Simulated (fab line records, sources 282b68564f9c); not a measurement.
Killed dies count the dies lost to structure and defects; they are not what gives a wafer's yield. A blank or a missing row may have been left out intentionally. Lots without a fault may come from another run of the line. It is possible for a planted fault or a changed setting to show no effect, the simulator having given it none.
fab line records ; flow rit-cmos
record lots=5; wafers=15; last-day=6
route steps=202 shown PLDD@118 SPACER@125 NSD@131 PSD@142 SDANNEAL@153 SILICIDE@161 M1@202
lots that met no fault: taken from a fault-free run of the same line
start-h: hours from the record's opening day to when the first of the lot's shown wafers began ; wait-h: hours since the lot's step before ; " as in the row above ; L1.1+2: a row that stands for several wafers ; - no value, or no start was given ; * or withheld: withheld ; < > ~ a bound
route shown NAME@n: a module of which the file shows steps, and the number in the route of the first ; usual: the fault-free wafers' mean and standard deviation ; same: alike in all rows ; chamber/n: place in a boat ; sites: per-site readings ; _std_site: how widely they spread, as a standard deviation ; _edge_site: outer sites' mean less inner sites' ; radius-mm: how far each site lies from the wafer's centre ; mask NAME#n: copy n ; behind: the last tool/chamber to shape the wafer ; hold: why the lot went on hold/how many hours it stayed there/how the hold came to an end ; device: the n, p or np transistor that did not switch ; end of line: the same wafers' tests at the end of the route ; step lacking rows: just its recipe ; killed: not the wafer's yield, but the dies lost to structure and defects at the first sort ; map: a wafer's dies, marking killed ones x, the rest . and places with no die _
set.NAME: the setting as run; set.NAME@STEP: as run at that earlier step ; model.NAME: the simulator's own value behind a step, which no gauge read
lots at some steps of the route; a table a step, a row a wafer
services: the hour from which a tool's chamber was out of use, counted from the record's first day as start-h (under 0 if before that day), plus the number of hours and why
## steps
# step RIT_PLDD_PEB_04
# recipe resist=NOVOLAK; temp-c=withheld; time-s=withheld
# step RIT_PLDD_DEVELOP_05
# recipe resist=NOVOLAK; develop-time-s=50; dev-temp-c=23
# step RIT_PLDD_OVL_MEAS_06
# usual PLDD_OVL=0.5/1.3
lot.wafer;tool;chamber;start-h;wait-h;PLDD_OVL[nm]
L407.2;overlay-01;-;43.56;-;-1.5
L407.3;overlay-01;-;43.56;-;0.5
L407.6;overlay-01;-;43.56;-;-1.2
L409.1;overlay-01;-;53.75;-;1.9
L409.3;overlay-01;-;53.75;-;1.9
L409.6;overlay-01;-;53.75;-;1.6
L418.1;overlay-02;-;103.31;-;1.7
L418.3;overlay-02;-;103.31;-;0.6
L418.5;overlay-02;-;103.31;-;0.8
L422.1;overlay-02;-;127.56;-;1.4
L422.2;overlay-02;-;127.56;-;1.6
L422.6;overlay-02;-;127.56;-;1.4
L424.1;overlay-01;-;134.80;-;3.1
L424.3;overlay-01;-;134.80;-;0.9
L424.5;overlay-01;-;134.80;-;0.2
# step RIT_PLDD_HARDBAKE_07
# recipe resist=NOVOLAK; temp-c=140; time-s=60
# step RIT_PLDD_IMPLANT_08
# recipe species=BF2; energy-kev=20; dose-cm2=9e+14; tilt-deg=7
# step RIT_PLDD_STRIP_09
# recipe chemistry=O2; time-s=180; resist=NOVOLAK; platen-temp-c=withheld; power-w=500; pressure-mtorr=4000; o2-flow-sccm=4000
# usual drypump-motor-current-A=5.7/0.43
lot.wafer;tool;chamber;start-h;wait-h;drypump-motor-current-A;rf-hours-counter-h
L407.2;plasma-asher-02;1;43.89;0.1;5.1;23
L407.3;plasma-asher-02;0;43.89;0.1;6.2;-
L407.6;plasma-asher-02;0;43.89;0.1;6.1;-
L409.1;plasma-asher-04;1;54.09;0.1;6.3;42
L409.3;plasma-asher-04;1;54.09;0.1;6.3;-
L409.6;plasma-asher-04;1;54.09;0.1;6.2;-
L418.1;plasma-asher-02;1;103.65;0.1;5.1;29
L418.3;plasma-asher-02;0;103.65;0.1;6.1;-
L418.5;plasma-asher-02;1;103.65;0.1;5.1;-
L422.1;plasma-asher-02;0;128.10;0.1;6.1;32
L422.2;plasma-asher-02;1;128.10;0.1;5.1;32
L422.6;plasma-asher-02;0;128.10;0.1;6.1;-
L424.1;plasma-asher-02;0;135.13;0.1;6.1;33
L424.3;plasma-asher-02;0;135.13;0.1;6.1;-
L424.5;plasma-asher-02;1;135.13;0.1;5.1;-
# step RIT_PLDD_TW_MEAS_10
# usual PLDD_TW=2361/18
lot.wafer;tool;chamber;start-h;wait-h;PLDD_TW
L407.2;film-metro-03;-;44.07;0.1;2362
L407.3;film-metro-03;-;44.07;0.1;2369
L407.6;film-metro-03;-;44.07;0.1;2374
L409.1;film-metro-04;-;54.28;0.1;2382
L409.3;film-metro-04;-;54.28;0.1;2382
L409.6;film-metro-04;-;54.28;0.1;2387
L418.1;film-metro-03;-;103.82;0.1;2362
L418.3;film-metro-03;-;103.82;0.1;2351
L418.5;film-metro-03;-;103.82;0.1;2362
L422.1;film-metro-03;-;128.27;0.1;2333
L422.2;film-metro-03;-;128.27;0.1;2345
L422.6;film-metro-03;-;128.27;0.1;2330
L424.1;film-metro-01;-;135.31;0.1;2373
L424.3;film-metro-01;-;135.31;0.1;2375
L424.5;film-metro-01;-;135.31;0.1;2372
# step RIT_SPACER_CLEAN_00
# recipe chemistry=SC1; mix=3:3:50; time-s=600; temp-c=75
# step RIT_SPACER_CLEAN_01
# recipe chemistry=dHF; dilution=50:1; time-s=30
# step RIT_SPACER_CLEAN_02
# recipe chemistry=SC2; mix=3:3:50; time-s=600; temp-c=75; dry=n2-spin
# step RIT_SPACER_CVD_03
# recipe material=Si3N4; target-thk-nm=250; temp-c=810; precursor=SiH2Cl2/NH3; time-s=3300; pressure-mtorr=300; sih2cl2-flow-sccm=60; nh3-flow-sccm=150
# step RIT_SPACER_THK_MEAS_04
# recipe reads=Si3N4_of_SPACER_CVD_03
# usual SPACER_NITRIDE_THK=249.9/2.1
lot.wafer;tool;chamber;start-h;wait-h;SPACER_NITRIDE_THK[nm]
L407.2;film-metro-02;-;46.42;0.0;249.9
L407.3;film-metro-02;-;46.42;0.0;253.7
L407.6;film-metro-02;-;46.42;0.0;251.3
L409.1;film-metro-01;-;56.62;0.0;251.0
L409.3;film-metro-01;-;56.62;0.0;250.4
L409.6;film-metro-01;-;56.62;0.0;250.4
L418.1;film-metro-02;-;106.17;0.0;250.2
L418.3;film-metro-02;-;106.17;0.0;252.0
L418.5;film-metro-02;-;106.17;0.0;251.2
L422.1;film-metro-02;-;130.77;0.0;246.6
L422.2;film-metro-02;-;130.77;0.0;248.5
L422.6;film-metro-02;-;130.77;0.0;247.9
L424.1;film-metro-02;-;137.65;0.0;249.6
L424.3;film-metro-02;-;137.65;0.0;249.1
L424.5;film-metro-02;-;137.65;0.0;250.3
# step RIT_SPACER_ETCHBACK_05
# recipe target-depth-a=2500; SF6_flow_sccm=30; CHF3_flow_sccm=30; target=Si3N4; chemistry=SF6/CHF3; pressure-mtorr=40; rf-w=250; time-s=240; stop-on=SiO2
# usual drypump-motor-current-A=5.7/0.36; oes-product-au=0.842/0.012; run-length-s=268.5/0.4; throttle-valve-pct=10.30/0.14
lot.wafer;tool;chamber;start-h;wait-h;drypump-motor-current-A;oes-product-au;rf-hours-counter-h;run-length-s;throttle-valve-pct;model.poly-Si_of_GATE_CVD_08.thk-nm;model.Si3N4_of_SPACER_CVD_03.thk-nm;model.SiO2_of_FOX2_OXIDATION_00.thk-nm
L407.2;rie-diel-03;3;46.47;0.0;5.3;0.838;14;267.9;10.25;163.2;195.9;177.7
L407.3;rie-diel-03;2;46.47;0.0;5.1;0.853;42;268.7;10.60;163.6;199;170.7
L407.6;rie-diel-03;0;46.47;0.0;5.8;0.842;-;268.2;10.36;164.4;197.9;176.7
L409.1;rie-diel-01;0;56.68;0.1;5.7;0.826;79;268.6;10.12;170.8;197.5;171.3
L409.3;rie-diel-01;2;56.68;0.1;5.8;0.853;70;268.7;10.48;166.2;195.4;172
L409.6;rie-diel-01;2;56.68;0.1;5.7;0.841;-;268.7;10.48;168.4;196;174.1
L418.1;rie-diel-01;3;106.23;0.1;5.4;0.639;94;386.8;10.24;131.4;169.4;147.2
L418.3;rie-diel-01;0;106.23;0.1;5.7;0.829;80;268.2;10.11;166.8;199.3;168.9
L418.5;rie-diel-01;0;106.23;0.1;5.7;0.834;-;268.1;10.12;166.2;198.3;166.9
L422.1;rie-diel-04;0;130.83;0.1;5.3;0.821;26;268.6;10.39;168.6;194.1;175.9
L422.2;rie-diel-04;2;130.83;0.1;5.7;0.845;9;269.2;9.99;168;194.2;175.3
L422.6;rie-diel-04;3;130.83;0.1;6.4;0.845;-;268.4;10.24;165.1;193.4;175.2
L424.1;rie-diel-03;0;137.71;0.1;5.9;0.840;105;268.1;10.32;170.2;197.2;185.5
L424.3;rie-diel-03;2;137.71;0.1;5.0;0.842;43;268.7;10.56;167.2;196.4;182.7
L424.5;rie-diel-03;3;137.71;0.1;5.4;0.842;-;268.2;10.27;167.9;197.1;179.8
# step RIT_NSD_HMDS_00
# recipe prime-time-s=60; prime-temp-c=140
# step RIT_NSD_COAT_01
# recipe resist=NOVOLAK; spin-rpm=3250; resist-thk-nm=1000
# step RIT_NSD_SOFTBAKE_02
# recipe resist=NOVOLAK; temp-c=90; time-s=60
# step RIT_NSD_EXPOSE_03
# recipe mask-id=M9; na=0.57; target-cd-nm=40700; dose-mj=250
# step RIT_NSD_PEB_04
# recipe resist=NOVOLAK; temp-c=withheld; time-s=withheld
# step RIT_NSD_DEVELOP_05
# recipe resist=NOVOLAK; develop-time-s=50; dev-temp-c=23
# step RIT_NSD_OVL_MEAS_06
# usual NSD_OVL=-0.4/1.1
lot.wafer;tool;chamber;start-h;wait-h;NSD_OVL[nm]
L407.2;overlay-01;-;47.64;-;-2.5
L407.3;overlay-01;-;47.64;-;-3.7
L407.6;overlay-01;-;47.64;-;-3.6
L409.1;overlay-01;-;57.68;-;-1.1
L409.3;overlay-01;-;57.68;-;-1.1
L409.6;overlay-01;-;57.68;-;-0.1
L418.1;overlay-01;-;107.35;-;-0.6
L418.3;overlay-01;-;107.35;-;-1.0
L418.5;overlay-01;-;107.35;-;-0.3
L422.1;overlay-02;-;131.97;-;-0.3
L422.2;overlay-02;-;131.97;-;0.6
L422.6;overlay-02;-;131.97;-;0.3
L424.1;overlay-01;-;138.71;-;-0.9
L424.3;overlay-01;-;138.71;-;-0.2
L424.5;overlay-01;-;138.71;-;-2.1
# step RIT_NSD_HARDBAKE_07
# recipe resist=NOVOLAK; temp-c=140; time-s=60
# step RIT_NSD_IMPLANT_08
# recipe species=P; energy-kev=25; dose-cm2=1e+15; tilt-deg=7
# step RIT_NSD_STRIP_09
# recipe chemistry=O2; time-s=180; resist=NOVOLAK; platen-temp-c=withheld; power-w=500; pressure-mtorr=4000; o2-flow-sccm=4000
# usual drypump-motor-current-A=5.7/0.49
lot.wafer;tool;chamber;start-h;wait-h;drypump-motor-current-A;rf-hours-counter-h
L407.2;plasma-asher-04;1;47.97;0.1;6.3;41
L407.3;plasma-asher-04;0;47.97;0.1;5.9;-
L407.6;plasma-asher-04;1;47.97;0.1;6.3;-
L409.1;plasma-asher-04;0;58.02;0.1;5.9;42
L409.3;plasma-asher-04;0;58.02;0.1;5.9;-
L409.6;plasma-asher-04;1;58.02;0.1;6.2;-
L418.1;plasma-asher-03;1;107.69;0.1;6.1;47
L418.3;plasma-asher-03;0;107.69;0.1;5.1;-
L418.5;plasma-asher-03;1;107.69;0.1;6.1;-
L422.1;plasma-asher-03;1;132.30;0.1;6.1;50
L422.2;plasma-asher-03;0;132.30;0.1;5.1;50
L422.6;plasma-asher-03;0;132.30;0.1;5.2;-
L424.1;plasma-asher-03;1;139.05;0.1;6.1;51
L424.3;plasma-asher-03;1;139.05;0.1;6.1;-
L424.5;plasma-asher-03;1;139.05;0.1;6.1;-
# step RIT_NSD_TW_MEAS_10
# usual NSD_TW=3134/23
lot.wafer;tool;chamber;start-h;wait-h;NSD_TW
L407.2;film-metro-04;-;48.15;0.1;3164
L407.3;film-metro-04;-;48.15;0.1;3166
L407.6;film-metro-04;-;48.15;0.1;3165
L409.1;film-metro-01;-;58.19;0.1;3133
L409.3;film-metro-01;-;58.19;0.1;3113
L409.6;film-metro-01;-;58.19;0.1;3137
L418.1;film-metro-03;-;107.86;0.1;3129
L418.3;film-metro-03;-;107.86;0.1;3128
L418.5;film-metro-03;-;107.86;0.1;3130
L422.1;film-metro-03;-;132.48;0.1;3122
L422.2;film-metro-03;-;132.48;0.1;3102
L422.6;film-metro-03;-;132.48;0.1;3115
L424.1;film-metro-03;-;139.22;0.1;3109
L424.3;film-metro-03;-;139.22;0.1;3123
L424.5;film-metro-03;-;139.22;0.1;3116
# step RIT_PSD_HMDS_00
# recipe prime-time-s=60; prime-temp-c=140
# step RIT_PSD_COAT_01
# recipe resist=NOVOLAK; spin-rpm=3250; resist-thk-nm=1000
# step RIT_PSD_SOFTBAKE_02
# recipe resist=NOVOLAK; temp-c=90; time-s=60
# step RIT_PSD_EXPOSE_03
# recipe mask-id=M10; na=0.57; target-cd-nm=40900; dose-mj=250
# step RIT_PSD_PEB_04
# recipe resist=NOVOLAK; temp-c=withheld; time-s=withheld
# step RIT_PSD_DEVELOP_05
# recipe resist=NOVOLAK; develop-time-s=50; dev-temp-c=23
# step RIT_PSD_OVL_MEAS_06
# usual PSD_OVL=-1.2/1.2
lot.wafer;tool;chamber;start-h;wait-h;PSD_OVL[nm]
L407.2;overlay-01;-;49.06;-;-0.3
L407.3;overlay-01;-;49.06;-;-1.5
L407.6;overlay-01;-;49.06;-;-1.8
L409.1;overlay-02;-;59.23;-;-2.2
L409.3;overlay-02;-;59.23;-;-1.3
L409.6;overlay-02;-;59.23;-;-2.1
L418.1;overlay-02;-;108.77;-;-2.7
L418.3;overlay-02;-;108.77;-;-2.1
L418.5;overlay-02;-;108.77;-;-2.5
L422.1;overlay-01;-;133.59;-;-1.9
L422.2;overlay-01;-;133.59;-;-0.6
L422.6;overlay-01;-;133.59;-;-0.2
L424.1;overlay-01;-;140.25;-;0.1
L424.3;overlay-01;-;140.25;-;0.6
L424.5;overlay-01;-;140.25;-;0.4
# step RIT_PSD_HARDBAKE_07
# recipe resist=NOVOLAK; temp-c=140; time-s=60
# step RIT_PSD_IMPLANT_08
# recipe species=BF2; energy-kev=27; dose-cm2=5e+15; tilt-deg=7
# step RIT_PSD_STRIP_09
# recipe chemistry=O2; time-s=180; resist=NOVOLAK; platen-temp-c=withheld; power-w=500; pressure-mtorr=4000; o2-flow-sccm=4000
# usual drypump-motor-current-A=5.6/0.45
lot.wafer;tool;chamber;start-h;wait-h;drypump-motor-current-A;rf-hours-counter-h
L407.2;plasma-asher-03;1;49.39;0.1;6.1;42
L407.3;plasma-asher-03;1;49.39;0.1;6.1;-
L407.6;plasma-asher-03;0;49.39;0.1;5.2;-
L409.1;plasma-asher-03;0;59.57;0.1;5.2;43
L409.3;plasma-asher-03;1;59.57;0.1;6.1;-
L409.6;plasma-asher-03;0;59.57;0.1;5.2;-
L418.1;plasma-asher-03;1;109.11;0.1;6.1;47
L418.3;plasma-asher-03;1;109.11;0.1;6.1;-
L418.5;plasma-asher-03;0;109.11;0.1;5.1;-
L422.1;plasma-asher-02;1;134.11;0.1;5.1;33
L422.2;plasma-asher-02;0;134.11;0.1;6.1;33
L422.6;plasma-asher-02;0;134.11;0.1;6.1;-
L424.1;plasma-asher-03;1;140.59;0.1;6.1;51
L424.3;plasma-asher-03;0;140.59;0.1;5.1;-
L424.5;plasma-asher-03;0;140.59;0.1;5.1;-
# step RIT_PSD_TW_MEAS_10
# usual PSD_TW=3446/26
lot.wafer;tool;chamber;start-h;wait-h;PSD_TW
L407.2;film-metro-01;-;49.58;0.1;3427
L407.3;film-metro-01;-;49.58;0.1;3432
L407.6;film-metro-01;-;49.58;0.1;3441
L409.1;film-metro-01;-;59.74;0.1;3428
L409.3;film-metro-01;-;59.74;0.1;3443
L409.6;film-metro-01;-;59.74;0.1;3450
L418.1;film-metro-01;-;109.28;0.1;3433
L418.3;film-metro-01;-;109.28;0.1;3442
L418.5;film-metro-01;-;109.28;0.1;3436
L422.1;film-metro-04;-;134.29;0.1;3459
L422.2;film-metro-04;-;134.29;0.1;3473
L422.6;film-metro-04;-;134.29;0.1;3467
L424.1;film-metro-01;-;140.77;0.1;3459
L424.3;film-metro-01;-;140.77;0.1;3441
L424.5;film-metro-01;-;140.77;0.1;3455
# step RIT_SDANNEAL_CLEAN_00
# recipe chemistry=SC1; mix=3:3:50; time-s=600; temp-c=75
# step RIT_SDANNEAL_CLEAN_01
# recipe chemistry=dHF; dilution=50:1; time-s=30
# step RIT_SDANNEAL_CLEAN_02
# recipe chemistry=SC2; mix=3:3:50; time-s=600; temp-c=75; dry=n2-spin
lot.wafer;tool;chamber;start-h;wait-h;model.poly-Si_of_GATE_CVD_08.thk-nm
L407.2;wet-bench-03;3;49.82;0.0;158.8
L407.3;wet-bench-03;3;49.82;0.0;159.2
L407.6;wet-bench-03;3;49.82;0.0;160.1
L409.1;wet-bench-04;1;60.01;0.0;166.4
L409.3;wet-bench-04;1;60.01;0.0;161.8
L409.6;wet-bench-04;1;60.01;0.0;164
L418.1;wet-bench-03;1;109.53;0.0;127.1
L418.3;wet-bench-03;1;109.53;0.0;162.4
L418.5;wet-bench-03;1;109.53;0.0;161.9
L422.1;wet-bench-04;0;134.66;0.0;164.2
L422.2;wet-bench-04;0;134.66;0.0;163.6
L422.6;wet-bench-04;0;134.66;0.0;160.7
L424.1;wet-bench-03;0;141.03;0.0;165.9
L424.3;wet-bench-03;0;141.03;0.0;162.9
L424.5;wet-bench-03;0;141.03;0.0;163.5
# step RIT_SDANNEAL_RTA_03
# recipe temp-c=1050; time-s=5; idle-temp-c=600; ramp-up-c-per-s=342; ramp-down-c-per-s=171; cool-to-c=600; ambient=N2
# usual wafer_temp_C_max=1053.7/1.3
lot.wafer;tool;chamber;start-h;wait-h;wafer_temp_C_max
L407.2;rtp-anneal-02;0;50.00;0.0;1053.2
L407.3;rtp-anneal-02;0;50.00;0.0;1052.1
L407.6;rtp-anneal-02;0;50.00;0.0;1053.7
L409.1;rtp-anneal-02;0;60.19;0.0;1054.0
L409.3;rtp-anneal-02;0;60.19;0.0;1052.1
L409.6;rtp-anneal-02;0;60.19;0.0;1053.4
L418.1;rtp-anneal-02;0;109.71;0.0;1054.4
L418.3;rtp-anneal-02;0;109.71;0.0;1054.1
L418.5;rtp-anneal-02;0;109.71;0.0;1053.2
L422.1;rtp-anneal-01;0;134.83;0.0;1056.0
L422.2;rtp-anneal-01;0;134.83;0.0;1057.0
L422.6;rtp-anneal-01;0;134.83;0.0;1052.7
L424.1;rtp-anneal-01;0;141.22;0.0;1055.3
L424.3;rtp-anneal-01;0;141.22;0.0;1052.5
L424.5;rtp-anneal-01;0;141.22;0.0;1054.2
# step RIT_SDANNEAL_RS_MEAS_04
# recipe thk-meas-gauge=four-point-probe
# usual PSD_RS=115.90/0.26
lot.wafer;tool;chamber;start-h;wait-h;PSD_RS[ohm/sq]
L407.2;film-metro-03;-;50.07;0.1;116.01
L407.3;film-metro-03;-;50.07;0.1;116.35
L407.6;film-metro-03;-;50.07;0.1;115.96
L409.1;film-metro-04;-;60.25;0.0;116.03
L409.3;film-metro-04;-;60.25;0.0;116.01
L409.6;film-metro-04;-;60.25;0.0;116.16
L418.1;film-metro-04;-;109.77;0.0;116.15
L418.3;film-metro-04;-;109.77;0.0;115.93
L418.5;film-metro-04;-;109.77;0.0;116.00
L422.1;film-metro-04;-;134.89;0.0;115.72
L422.2;film-metro-04;-;134.89;0.0;115.71
L422.6;film-metro-04;-;134.89;0.0;115.87
L424.1;film-metro-03;-;141.28;0.0;116.22
L424.3;film-metro-03;-;141.28;0.0;115.78
L424.5;film-metro-03;-;141.28;0.0;116.25
# step RIT_SDANNEAL_RS_MEAS_05
# recipe thk-meas-gauge=four-point-probe
# usual NSD_RS=84.62/0.27
lot.wafer;tool;chamber;start-h;wait-h;NSD_RS[ohm/sq]
L407.2;film-metro-03;-;50.19;0.1;84.48
L407.3;film-metro-03;-;50.19;0.1;84.67
L407.6;film-metro-03;-;50.19;0.1;84.47
L409.1;film-metro-04;-;60.37;0.1;84.92
L409.3;film-metro-04;-;60.37;0.1;84.68
L409.6;film-metro-04;-;60.37;0.1;84.79
L418.1;film-metro-04;-;109.89;0.1;84.92
L418.3;film-metro-04;-;109.89;0.1;84.92
L418.5;film-metro-04;-;109.89;0.1;84.57
L422.1;film-metro-04;-;135.01;0.1;84.54
L422.2;film-metro-04;-;135.01;0.1;84.62
L422.6;film-metro-04;-;135.01;0.1;84.71
L424.1;film-metro-03;-;141.40;0.1;84.35
L424.3;film-metro-03;-;141.40;0.1;84.01
L424.5;film-metro-03;-;141.40;0.1;84.38
# step RIT_SDANNEAL_RS_MEAS_06
# recipe thk-meas-gauge=four-point-probe
# usual PLDD_RS=178.7/0.43
lot.wafer;tool;chamber;start-h;wait-h;PLDD_RS[ohm/sq]
L407.2;film-metro-03;-;50.31;0.1;178.6
L407.3;film-metro-03;-;50.31;0.1;178.5
L407.6;film-metro-03;-;50.31;0.1;178.4
L409.1;film-metro-04;-;60.49;0.1;178.4
L409.3;film-metro-04;-;60.49;0.1;178.5
L409.6;film-metro-04;-;60.49;0.1;178.5
L418.1;film-metro-04;-;110.01;0.1;179.2
L418.3;film-metro-04;-;110.01;0.1;178.6
L418.5;film-metro-04;-;110.01;0.1;178.9
L422.1;film-metro-04;-;135.13;0.1;178.2
L422.2;film-metro-04;-;135.13;0.1;178.6
L422.6;film-metro-04;-;135.13;0.1;178.7
L424.1;film-metro-03;-;141.52;0.1;178.8
L424.3;film-metro-03;-;141.52;0.1;178.8
L424.5;film-metro-03;-;141.52;0.1;178.7
# step RIT_SILICIDE_WET_ETCH_00
# recipe chemistry=BOE; target=SiO2; target-depth-nm=14; time-s=15; dry=n2-spin; dilution=10:1; temp-c=21.5
lot.wafer;tool;chamber;start-h;wait-h;model.Si3N4_of_SPACER_CVD_03.thk-nm;model.SiO2_of_FOX2_OXIDATION_00.thk-nm
L407.2;wet-bench-04;2;50.53;0.1;194.7;149.5
L407.3;wet-bench-04;2;50.53;0.1;197.9;142.5
L407.6;wet-bench-04;2;50.53;0.1;196.8;148.4
L409.1;wet-bench-02;3;60.73;0.1;196.3;142.8
L409.3;wet-bench-02;3;60.73;0.1;194.3;143.5
L409.6;wet-bench-02;3;60.73;0.1;194.8;145.6
L418.1;wet-bench-02;0;110.25;0.1;168.3;118.5
L418.3;wet-bench-02;0;110.25;0.1;198.1;140.3
L418.5;wet-bench-02;0;110.25;0.1;197.2;138.2
L422.1;wet-bench-02;3;135.37;0.1;192.9;147.7
L422.2;wet-bench-02;3;135.37;0.1;193;147.1
L422.6;wet-bench-02;3;135.37;0.1;192.3;146.9
L424.1;wet-bench-03;3;141.76;0.1;196.1;157
L424.3;wet-bench-03;3;141.76;0.1;195.3;154.1
L424.5;wet-bench-03;3;141.76;0.1;196;151.3
# step RIT_M1_PROBE_99
# usual killed-at-front-end=7/3; killed-dies=7/3.1; killed-open=3.3/2.1; killed-short=3.3/2
# same gross-dies=264; killed_at_M0_to_M3=0; killed_at_M4_up=0; killed-at-back-side=0; killed-at-contacts=0; killed-at-other=0
lot.wafer;tool;chamber;start-h;wait-h;killed-at-front-end;killed-dies;killed-open;killed-short;model.etest.pldd.rs-ohm-sq;model.etest.nldd.rs-ohm-sq;model.etest.nplus-sal.width-nm;model.etest.pplus-sal.width-nm;model.etest.nldd.width-nm;model.etest.pldd.width-nm;model.etest.pwell-pinched.rs-ohm-sq;model.etest.nwell-pinched.rs-ohm-sq
L407.2;prober-02;-;58.72;0.1;11;11;6;5;519;387.4;3466;3462;3163;3189;465.6;339.1
L407.3;prober-02;-;58.77;0.2;7;7;5;2;497.1;382.6;3451;3449;3182;3190;453.6;335.3
L407.6;prober-02;-;58.92;0.2;14;14;6;8;516.8;388.6;3452;3443;3182;3175;459.1;333.3
L409.1;prober-02;-;67.64;0.1;4;4;2;2;480.7;363.9;3448;3480;3189;3204;458.4;335.5
L409.3;prober-02;-;67.74;0.2;5;5;3;2;486.2;368.7;3466;3462;3199;3209;453.6;343.8
L409.6;prober-02;-;67.89;0.2;9;9;4;5;488.6;367.8;3437;3433;3175;3200;460.7;337.6
L418.1;prober-02;-;118.44;0.1;2;2;1;1;220.4;151.8;3698;3672;3330;3352;598.7;448.5
L418.3;prober-02;-;118.54;0.2;4;4;2;2;480.2;384.1;3445;3436;3185;3185;449.9;333.5
L418.5;prober-02;-;118.64;0.2;4;4;2;2;489.2;390;3450;3431;3190;3200;450.7;334.7
L422.1;prober-01;-;143.67;0.1;6;6;4;2;568;378.6;3445;3444;3193;3183;464.4;340.1
L422.2;prober-01;-;143.72;0.1;6;6;3;3;562.8;376.4;3459;3454;3203;3193;473.3;343.9
L422.6;prober-01;-;143.92;0.2;1;1;1;0;560;378.6;3482;3469;3188;3188;476.8;344.8
L424.1;prober-01;-;148.64;0.1;3;3;2;1;439.4;379.8;3440;3434;3184;3182;459.3;332.7
L424.3;prober-01;-;148.74;0.2;4;4;2;2;447.5;378.8;3446;3435;3166;3158;454.6;337.1
L424.5;prober-01;-;148.84;0.2;6;6;4;2;445.3;375.2;3454;3466;3195;3181;456.2;338.1
# killed by level:class
L407.2 GATE:geometric-particle:open=4 GATE:geometric-particle:short=3 FOX1:geometric-particle:short=1 REOX:geometric-particle:short=1 REOX:geometric-particle:open=1 SPACER:geometric-particle:open=1
L407.3 GATE:geometric-particle:open=4 GATE:geometric-particle:short=2 REOX:geometric-particle:open=1
L407.6 GATE:geometric-particle:open=5 GATE:geometric-particle:short=4 SPACER:geometric-particle:short=3 SILICIDE:geometric-particle:short=1 SILICIDE:geometric-particle:open=1
L409.1 GATE:geometric-particle:short=2 GATE:geometric-particle:open=1 REOX:geometric-particle:open=1
L409.3 GATE:geometric-particle:open=2 FOX1:geometric-particle:short=1 REOX:geometric-particle:open=1 REOX:geometric-particle:short=1
L409.6 GATE:geometric-particle:open=3 GATE:geometric-particle:short=2 REOX:geometric-particle:short=2 FOX1:geometric-particle:short=1 SILICIDE:geometric-particle:open=1
L418.1 FOX2:geometric-particle:short=1 REOX:geometric-particle:open=1
L418.3 FOX1:geometric-particle:open=1 FOX2:geometric-particle:short=1 REOX:geometric-particle:open=1 SPACER:geometric-particle:short=1
L418.5 GATE:geometric-particle:open=2 SPACER:geometric-particle:short=1 SILICIDE:geometric-particle:short=1
L422.1 GATE:geometric-particle:short=2 GATE:geometric-particle:open=2 REOX:geometric-particle:open=1 SPACER:geometric-particle:open=1
L422.2 GATE:geometric-particle:open=2 SILICIDE:geometric-particle:short=2 GATE:geometric-particle:short=1 REOX:geometric-particle:open=1
L422.6 GATE:geometric-particle:open=1
L424.1 FOX1:geometric-particle:open=1 SPACER:geometric-particle:open=1 SILICIDE:geometric-particle:short=1
L424.3 GATE:geometric-particle:open=2 REOX:geometric-particle:short=1 SILICIDE:geometric-particle:short=1
L424.5 SPACER:geometric-particle:open=2 FOX1:geometric-particle:open=1 FOX2:geometric-particle:short=1 GATE:geometric-particle:open=1 GATE:geometric-particle:short=1
## services
tool;chamber;start-h;hours;kind
plasma-asher-02;-;25.15;1.0;repair
rie-diel-03;-;43.61;0.3;repair
rie-diel-04;-;44.32;1.1;repair
rie-diel-03;2;51.61;5.6;repair
rie-diel-01;3;55.12;1.8;repair
plasma-asher-04;-;71.89;1.8;repair
rie-diel-04;1;72.82;5.1;repair
rie-diel-03;3;79.51;4.0;repair
plasma-asher-03;-;86.78;4.0;pm
rie-diel-03;-;102.42;0.3;repair
plasma-asher-04;-;108.75;9.0;pm
plasma-asher-04;0;108.75;9.0;vent-cycle
plasma-asher-04;1;108.75;9.0;vent-cycle
rtp-anneal-01;-;109.23;1.1;pm
plasma-asher-04;0;117.75;-;clean
plasma-asher-04;1;117.75;-;clean
plasma-asher-04;-;126.51;5.2;repair
rie-diel-04;0;134.61;20.5;repair
rie-diel-01;1;135.40;-;clean
rie-diel-01;1;135.40;14.6;scheduled-down
rie-diel-01;1;135.40;14.6;vent-cycle
## key
first-sign step=RIT_SPACER_ETCHBACK_05; reading=run-length-s; direction=up; sigmas=99+; usual=*; struck=*
effect step=RIT_SPACER_ETCHBACK_05; reading=oes-product-au; direction=down; sigmas=17; usual=0.842; struck=0.639
model-effect step=RIT_SPACER_ETCHBACK_05; value=poly-Si_of_GATE_CVD_08.thk-nm; without=163.6; struck=131.4
model-effect step=RIT_SDANNEAL_CLEAN_02; value=poly-Si_of_GATE_CVD_08.thk-nm; without=159.3; struck=127.1
model-effect step=RIT_SILICIDE_WET_ETCH_00; value=Si3N4_of_SPACER_CVD_03.thk-nm; without=194.8; struck=168.3
model-effect step=RIT_M1_PROBE_99; value=etest.pldd.rs-ohm-sq; without=494.2; struck=220.4
met-at RIT_SPACER_ETCHBACK_05
struck-wafers L418.1
tester-left-out L418
fault kind=process-parameter-drift; tool=rie-diel-01; chamber=3; onset-h=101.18; steps=RIT_SPACER_ETCHBACK_05; channel=time-s; offset=*; shape=step; end-h=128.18; acts-in=*; stated=*
# tester-left-out: of these lots the tester's yield and bins aren't shown, on N5 and GAA mostly nor the transistor test; their killed dies are dies lost to structure and defects alone, not to doping, threshold or leakage, so they don't give the yield
